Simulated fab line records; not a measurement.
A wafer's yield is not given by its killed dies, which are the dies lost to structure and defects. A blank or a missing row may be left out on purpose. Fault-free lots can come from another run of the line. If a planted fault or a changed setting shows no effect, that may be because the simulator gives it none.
fab line records	flow rit-cmos
record: lots: 5	wafers: 15	last-day: 7
route steps=202 shown GATE@77 FOX2@80 M1@202
lots untouched by any fault: they come from a run of this same line in which no faults occurred
start-h: hours from the record's first day to the start of the lot's first wafer shown	wait-h: hours since the lot's step before	" unchanged from the row above	L1.1+2: a row that stands for several wafers	- value missing, or start not given	* or withheld: withheld	< > ~ a bound
route shown NAME@n: NAME is a module with steps in the file, n the number in the route of the first one	usual: mean and standard deviation over wafers with no fault	same: alike in all rows	chamber/n: place in a boat	sites: the reading at each site	_std_site: standard deviation of those values	_edge_site: outer sites' mean less inner sites'	radius-mm: for every site, how far away it sits from the centre of the wafer	mask NAME#n: copy n	behind: tool/chamber where the wafer was last shaped	hold: why the lot went on hold/how many hours it stayed there/how the hold came to an end	device: which transistor (n, p or np) failed to switch	end of line: tests of these same wafers at the route's end	where a step has no rows: the recipe by itself	killed: at the first sort, the dies lost to defects and structure; wafer yield is something else	map: shows each die of a wafer: x if killed, . if not, _ if none is there
set.NAME: the run value of the setting; set.NAME@STEP: its run value at that earlier step	model.NAME: the simulator's own value behind a step, which no gauge read
lots at selected steps of the route; one table per step, one row per wafer
services: from which hour (start-h, from the record's first day; less than 0 if before it) a tool's chamber was out of use, for how many hours, and why
== steps ==
step: RIT_GATE_CLEAN_02
recipe: chemistry: dHF	dilution: 50:1	time-s: 30
step: RIT_GATE_CLEAN_03
recipe: chemistry: SC2	mix: 3:3:50	time-s: 600	temp-c: 75	dry: n2-spin
step: RIT_GATE_CLEAN_04
recipe: chemistry: dHF	dilution: 50:1	time-s: 60	dry: n2-spin
step: RIT_FOX2_THK_MEAS_91
recipe: reads: SiO2_of_FOX2_OXIDATION_00
usual: FIELD_OXIDE_LEFT_2_THK: 255/8.6
lot.wafer	tool	chamber	start-h	wait-h	FIELD_OXIDE_LEFT_2_THK[nm]
L928.3	film-metro-04	-	35.33	0.0	254
L928.5	"	-	"	"	256
L928.6	"	-	"	"	254
L934.2	film-metro-03	-	62.10	0.0	259
L934.4	"	-	"	"	259
L934.5	"	-	"	"	254
L942.1	film-metro-03	-	105.63	0.0	253
L942.5	"	-	"	"	256
L942.6	"	-	"	"	254
L948.2	film-metro-03	-	135.46	0.0	251
L948.4	"	-	"	"	257
L948.6	"	-	"	"	260
L951.2	film-metro-01	-	149.72	0.0	252
L951.4	"	-	"	"	253
L951.6	"	-	"	"	254
step: RIT_GATE_OXIDATION_05
recipe: temp-c: 900	ambient: O2	target-thk-a: 30	ox-time-s: 270
step: RIT_GATE_ANNEAL_06
recipe: temp-c: 900	time-s: 600	ambient: N2O
step: RIT_GATE_THK_MEAS_07
recipe: reads: SiO2_of_GATE_OXIDATION_05
usual: GATE_OXIDE_THK: 3.03/0.069
lot.wafer	tool	chamber	start-h	wait-h	GATE_OXIDE_THK[nm]
L928.3	film-metro-04	-	37.47	0.0	3.02
L928.5	"	-	"	"	3.15
L928.6	"	-	"	"	3.07
L934.2	film-metro-04	-	66.66	0.0	3.00
L934.4	"	-	"	"	3.05
L934.5	"	-	"	"	3.09
L942.1	film-metro-01	-	110.69	0.0	3.04
L942.5	"	-	"	"	3.05
L942.6	"	-	"	"	3.03
L948.2	film-metro-01	-	139.06	0.0	2.94
L948.4	"	-	"	"	2.99
L948.6	"	-	"	"	2.97
L951.2	film-metro-01	-	153.28	0.0	3.13
L951.4	"	-	"	"	3.10
L951.6	"	-	"	"	3.18
step: RIT_GATE_CVD_08
recipe: material: poly-Si	target-thk-nm: 250	temp-c: 610	precursor: SiH4	time-s: 2220	pressure-mtorr: 300	sih4-flow-sccm: 100
step: RIT_GATE_THK_MEAS_09
recipe: reads: poly-Si_of_GATE_CVD_08
usual: GATE_POLY_THK: 250.1/2.5
lot.wafer	tool	chamber	start-h	wait-h	GATE_POLY_THK[nm]
L928.3	film-metro-04	-	39.15	0.0	253.9
L928.5	"	-	"	"	253.3
L928.6	"	-	"	"	253.7
L934.2	film-metro-04	-	68.34	0.0	252.4
L934.4	"	-	"	"	251.4
L934.5	"	-	"	"	252.0
L942.1	film-metro-01	-	112.37	0.0	248.3
L942.5	"	-	"	"	249.3
L942.6	"	-	"	"	250.3
L948.2	film-metro-01	-	141.20	0.0	252.9
L948.4	"	-	"	"	253.0
L948.6	"	-	"	"	253.0
L951.2	film-metro-04	-	156.13	0.0	247.3
L951.4	"	-	"	"	250.3
L951.6	"	-	"	"	250.6
step: RIT_GATE_HMDS_10
recipe: prime-time-s: 60	prime-temp-c: 140
step: RIT_GATE_COAT_11
recipe: resist: NOVOLAK	spin-rpm: 4250	resist-thk-nm: 850
step: RIT_GATE_SOFTBAKE_12
recipe: resist: NOVOLAK	temp-c: 90	time-s: 60
step: RIT_GATE_EXPOSE_13
recipe: mask-id: M6	na: 0.6	source-shape: conventional	sigma-outer: 0.6	target-cd-nm: 150	dose-mj: 380
lot.wafer	tool	chamber	start-h	wait-h	mask
L928.3+5+6	iline-stepper-01	0	39.67	0.1	M6#0
L934.2+4+5	iline-stepper-01	0	68.86	0.1	M6#0
L942.1+5+6	iline-stepper-01	0	113.05	0.2	M6_R1#0
L948.2+4+6	iline-stepper-01	0	141.72	0.1	M6#0
L951.2+4+6	iline-stepper-02	0	156.65	0.1	M6#0
step: RIT_GATE_PEB_14
recipe: resist: NOVOLAK	temp-c: withheld	time-s: withheld
step: RIT_GATE_DEVELOP_15
recipe: resist: NOVOLAK	develop-time-s: 50	dev-temp-c: 22.24
usual: chill-plate-temp-C: 23.00/0.11	resist-line-temp-C: 23.01/0.11
same: develop-time-s: 50
lot.wafer	tool	chamber	start-h	wait-h	chill-plate-temp-C	resist-line-temp-C	model.GATE.cd-nm
L928.3	litho-track-02	0	-	-	23.20	22.91	147.5
L928.5	"	0	"	"	23.11	22.98	149.5
L928.6	"	0	"	"	23.00	23.01	149.7
L934.2	litho-track-04	0	-	-	22.93	23.13	147.8
L934.4	"	0	"	"	22.96	23.27	149.5
L934.5	"	0	"	"	23.04	23.20	147.5
L942.1	litho-track-04	0	-	-	23.02	22.69	193.8
L942.5	"	0	"	"	22.99	22.82	195.5
L942.6	"	0	"	"	22.94	22.96	196.3
L948.2	litho-track-01	0	-	-	22.97	23.00	151.1
L948.4	"	0	"	"	22.90	22.93	150.5
L948.6	"	0	"	"	23.09	23.07	150.8
L951.2	litho-track-01	0	-	-	23.09	23.03	151
L951.4	"	0	"	"	22.84	23.01	152.1
L951.6	"	0	"	"	22.89	23.04	153
step: RIT_GATE_CD_MEAS_16
recipe: target-cd-nm: 150
usual: cd-nm: 150.0/2.6
lot.wafer	tool	chamber	start-h	wait-h	cd-nm
L928.3	cd-sem-01	-	40.08	-	147.7
L928.5	"	-	"	"	149.3
L928.6	"	-	"	"	149.6
L934.2	cd-sem-01	-	69.26	-	147.9
L934.4	"	-	"	"	149.4
L934.5	"	-	"	"	147.6
L942.1	cd-sem-02	-	113.45	-	193.7
L942.5	"	-	"	"	195.6
L942.6	"	-	"	"	196.4
L948.2	cd-sem-02	-	142.12	-	151.0
L948.4	"	-	"	"	150.6
L948.6	"	-	"	"	150.7
L951.2	cd-sem-02	-	157.05	-	150.9
L951.4	"	-	"	"	152.1
L951.6	"	-	"	"	153.0
step: RIT_GATE_OVL_MEAS_17
usual: GATE_OVL: 0.4/1.5
lot.wafer	tool	chamber	start-h	wait-h	GATE_OVL[nm]
L928.3	overlay-01	-	40.17	0.1	1.2
L928.5	"	-	"	"	0.5
L928.6	"	-	"	"	0.4
L934.2	overlay-02	-	69.37	0.1	0.9
L934.4	"	-	"	"	1.5
L934.5	"	-	"	"	0.3
L942.1	overlay-01	-	113.57	0.1	1.5
L942.5	"	-	"	"	1.9
L942.6	"	-	"	"	0.9
L948.2	overlay-01	-	142.23	0.1	2.1
L948.4	"	-	"	"	-0.4
L948.6	"	-	"	"	2.2
L951.2	overlay-02	-	157.15	0.1	1.7
L951.4	"	-	"	"	0.3
L951.6	"	-	"	"	1.5
step: RIT_GATE_HARDBAKE_18
recipe: resist: NOVOLAK	temp-c: 140	time-s: 60
step: RIT_GATE_ETCH_19
recipe: chemistry: SF6/CHF3/O2	time-s: 165	SF6_flow_sccm: 30	CHF3_flow_sccm: 30	O2_flow_sccm: 5	target: poly-Si	pressure-mtorr: 40	rf-w: 163	target-depth-a: 3125	over-etch-frac: 0.25	stop-on: SiO2
usual: O2_flow_sccm: 5.002/0.014	drypump-motor-current-A: 5.9/0.3	oes-product-au: 0.854/0.01	throttle-valve-pct: 10.27/0.13
lot.wafer	tool	chamber	start-h	wait-h	O2_flow_sccm	drypump-motor-current-A	oes-product-au	rf-hours-counter-h	throttle-valve-pct	model.GATE.cd-nm
L928.3	rie-si-02	3	40.34	0.1	4.997	5.9	0.864	113	10.28	147.4
L928.5	"	1	"	"	5.004	5.8	0.860	-	10.46	149.4
L928.6	"	2	"	"	4.990	5.8	0.864	-	10.27	149.6
L934.2	rie-si-02	2	69.55	0.1	4.992	5.8	0.865	42	10.26	147.7
L934.4	"	1	"	"	4.989	5.8	0.873	39	10.48	149.5
L934.5	"	3	"	"	5.012	5.9	0.856	-	10.29	147.5
L942.1	rie-si-02	1	113.76	0.1	5.008	5.9	0.857	39	10.47	193.9
L942.5	"	0	"	"	5.027	6.6	0.846	-	10.00	195.6
L942.6	"	1	"	"	5.001	5.9	0.860	-	10.49	196.4
L948.2	rie-si-02	3	142.41	0.1	5.000	5.9	0.860	114	10.28	151.1
L948.4	"	0	"	"	5.028	6.6	0.848	62	10.00	150.5
L948.6	"	1	"	"	4.973	5.9	0.863	-	10.45	150.8
L951.2	rie-si-01	2	157.33	0.1	4.997	6.0	0.851	19	10.36	150.9
L951.4	"	0	"	"	4.999	5.8	0.858	-	10.20	152
L951.6	"	2	"	"	4.997	6.0	0.866	-	10.38	152.9
step: RIT_GATE_STRIP_20
recipe: chemistry: O2	time-s: 180	resist: NOVOLAK	platen-temp-c: withheld	power-w: 500	pressure-mtorr: 4000	o2-flow-sccm: 4000
usual: drypump-motor-current-A: 5.7/0.44
lot.wafer	tool	chamber	start-h	wait-h	drypump-motor-current-A	rf-hours-counter-h
L928.3	plasma-asher-04	0	40.51	0.1	5.4	-
L928.5	"	1	"	"	5.9	-
L928.6	"	0	"	"	5.4	-
L934.2	plasma-asher-04	0	69.65	0.1	5.4	41
L934.4	"	1	"	"	5.9	-
L934.5	"	1	"	"	5.9	-
L942.1	plasma-asher-04	1	113.87	0.1	5.9	46
L942.5	"	0	"	"	5.4	-
L942.6	"	1	"	"	5.9	-
L948.2	plasma-asher-04	1	142.52	0.1	5.9	49
L948.4	"	0	"	"	5.4	-
L948.6	"	1	"	"	5.9	-
L951.2	plasma-asher-04	0	157.44	0.1	5.4	50
L951.4	"	0	"	"	5.4	-
L951.6	"	1	"	"	5.9	-
step: RIT_M1_PROBE_99
usual: killed-at-contacts: 0.0/0.18	killed-at-front-end: 7/3.4	killed-dies: 7/3.4	killed-on-rim: 1.8/1.4	killed-open: 3.4/2	killed-short: 3.6/2.1
same: gross-dies: 264	killed_at_M0_to_M3: 0	killed_at_M4_up: 0	killed-at-back-side: 0	killed-at-other: 0
lot.wafer	tool	chamber	start-h	wait-h	killed-at-contacts	killed-at-front-end	killed-dies	killed-on-rim	killed-open	killed-short
L928.3	prober-01	-	61.38	0.2	0	5	5	2	4	1
L928.5	prober-01	-	61.48	0.2	0	10	10	3	4	6
L928.6	prober-01	-	61.53	0.2	0	3	3	1	1	2
L934.2	prober-02	-	91.84	0.1	0	5	5	0	3	2
L934.4	prober-02	-	91.94	0.2	0	9	9	5	6	3
L934.5	prober-02	-	91.99	0.2	1	4	5	1	2	3
L942.1	prober-01	-	135.38	0.1	0	264	264	70	2	1
L942.5	prober-01	-	135.58	0.2	0	263	263	70	4	2
L942.6	prober-01	-	135.63	0.2	0	264	264	70	4	4
L948.2	prober-02	-	162.62	0.1	0	4	4	1	2	2
L948.4	prober-02	-	162.72	0.2	0	6	6	3	4	2
L948.6	prober-02	-	162.82	0.2	0	8	8	2	4	4
L951.2	prober-01	-	177.81	0.1	0	5	5	0	3	2
L951.4	prober-01	-	177.91	0.2	0	5	5	1	1	4
L951.6	prober-01	-	178.01	0.2	0	5	5	1	4	1
killed by level:class
L928.3 GATE:geometric-particle:open=2 FOX2:geometric-particle:open=1 GATE:geometric-particle:short=1 REOX:geometric-particle:open=1
L928.5 GATE:geometric-particle:short=2 FOX1:geometric-particle:short=1 FOX2:geometric-particle:open=1 FOX2:geometric-particle:short=1 REOX:geometric-particle:open=1 SPACER:geometric-particle:short=1 SPACER:geometric-particle:open=1 SILICIDE:geometric-particle:short=1
L928.6 FOX1:geometric-particle:short=1 GATE:geometric-particle:short=1 SPACER:geometric-particle:open=1
L934.2 GATE:geometric-particle:open=1 REOX:geometric-particle:short=1 SPACER:geometric-particle:open=1 SILICIDE:geometric-particle:open=1 SILICIDE:geometric-particle:short=1
L934.4 REOX:geometric-particle:open=4 GATE:geometric-particle:short=1 GATE:geometric-particle:open=1 REOX:geometric-particle:short=1 SILICIDE:geometric-particle:short=1 SILICIDE:geometric-particle:open=1
L934.5 GATE:geometric-particle:open=1 GATE:geometric-particle:short=1 SPACER:geometric-particle:short=1 SILICIDE:geometric-particle:short=1 CONTACT:geometric-particle:open=1
L942.1 GATE:area-expose=261 GATE:geometric-particle:open=1 SPACER:geometric-particle:short=1 SILICIDE:geometric-particle:open=1
L942.5 GATE:area-expose=257 FOX1:geometric-particle:open=2 SPACER:geometric-particle:short=2 SPACER:geometric-particle:open=1 SILICIDE:geometric-particle:open=1
L942.6 GATE:area-expose=256 FOX1:geometric-particle:open=2 GATE:geometric-particle:short=2 FOX1:geometric-particle:short=1 GATE:geometric-particle:open=1 REOX:geometric-particle:short=1 REOX:geometric-particle:open=1
L948.2 REOX:geometric-particle:short=2 FOX1:geometric-particle:open=1 FOX2:geometric-particle:open=1
L948.4 SPACER:geometric-particle:open=2 FOX1:geometric-particle:open=1 FOX2:geometric-particle:short=1 GATE:geometric-particle:short=1 REOX:geometric-particle:open=1
L948.6 REOX:geometric-particle:open=3 SPACER:geometric-particle:short=2 FOX2:geometric-particle:short=1 FOX2:geometric-particle:open=1 REOX:geometric-particle:short=1
L951.2 GATE:geometric-particle:short=2 GATE:geometric-particle:open=1 SPACER:geometric-particle:open=1 SILICIDE:geometric-particle:open=1
L951.4 GATE:geometric-particle:short=2 FOX1:geometric-particle:short=1 GATE:geometric-particle:open=1 SPACER:geometric-particle:short=1
L951.6 GATE:geometric-particle:open=2 FOX1:geometric-particle:open=1 FOX2:geometric-particle:short=1 SPACER:geometric-particle:open=1
map L942.1 (x killed, . not)
________xxxxxxx_______
_____xxxxxxxxxxxxx____
____xxxxxxxxxxxxxxx___
___xxxxxxxxxxxxxxxxx__
__xxxxxxxxxxxxxxxxxxx_
__xxxxxxxxxxxxxxxxxxx_
_xxxxxxxxxxxxxxxxxxxxx
_xxxxxxxxxxxxxxxxxxxxx
_xxxxxxxxxxxxxxxxxxxxx
_xxxxxxxxxxxxxxxxxxxxx
__xxxxxxxxxxxxxxxxxxx_
__xxxxxxxxxxxxxxxxxxx_
___xxxxxxxxxxxxxxxxx__
____xxxxxxxxxxxxxxx___
_____xxxxxxxxxxxxx____
________xxxxxxx_______
map L934.4 (x killed, . not)
________......._______
_____.........x...____
____...............___
___.................__
__.x......x.........._
__.................x._
_.....................
_...........x.........
_...............x.....
_.....................
__..................._
__..................._
___.................__
____.x.............___
_____...........x.____
________...x..._______
== services ==
tool	chamber	start-h	hours	kind
iline-stepper-02	-	38.69	1.7	pm
plasma-asher-04	-	46.52	3.4	repair
plasma-asher-04	-	59.29	5.9	repair
plasma-asher-04	-	68.83	0.6	repair
iline-stepper-01	-	75.68	17.6	repair
iline-stepper-02	-	87.65	1.0	repair
iline-stepper-01	-	99.59	12.5	repair
iline-stepper-02	-	126.92	3.2	repair
rie-si-02	0	132.46	4.8	repair
iline-stepper-02	-	135.21	9.5	repair
rie-si-01	3	140.74	-	clean
rie-si-01	3	140.74	21.6	scheduled-down
rie-si-01	3	140.74	21.6	vent-cycle
iline-stepper-01	-	144.74	4.4	pm
iline-stepper-01	-	149.18	1.7	pm
== key ==
first-sign: step: RIT_GATE_EXPOSE_13	reading: mask	direction: changed
effect: step: RIT_GATE_CD_MEAS_16	reading: cd-nm	direction: up	sigmas: 17	usual: 150.0	struck: 195.3
effect: step: RIT_M1_PROBE_99	reading: killed-dies	direction: up	sigmas: 76	usual: 7	struck: 264
model-effect: step: RIT_GATE_DEVELOP_15	value: GATE.cd-nm	without: 150.2	struck: 195.2
model-effect: step: RIT_GATE_ETCH_19	value: GATE.cd-nm	without: 150.3	struck: 195.3
more-kills-born-at: RIT_GATE_EXPOSE_13@iline-stepper-01: 774
met-at RIT_GATE_EXPOSE_13
struck-wafers L942.1,L942.5,L942.6
later-rows-left-out L942.1,L942.5,L942.6
tester-left-out L942
onset-between 68.86 113.05
fault: kind: wrong-mask	tool: any	chamber: -	onset-h: 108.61	steps: RIT_GATE_EXPOSE_13	aux-copy: M6_R1#0	cd-offset-nm: 45	scope: struck-lots-only
tester-left-out: of these lots the tester's yield and bins aren't shown, on N5 and GAA mostly nor the transistor test; their killed dies are dies lost to structure and defects alone, not to doping, threshold or leakage, so they don't give the yield
later-rows-left-out: the simulator's readings of these wafers behind a module that went badly wrong aren't trusted and aren't shown, but for the sort
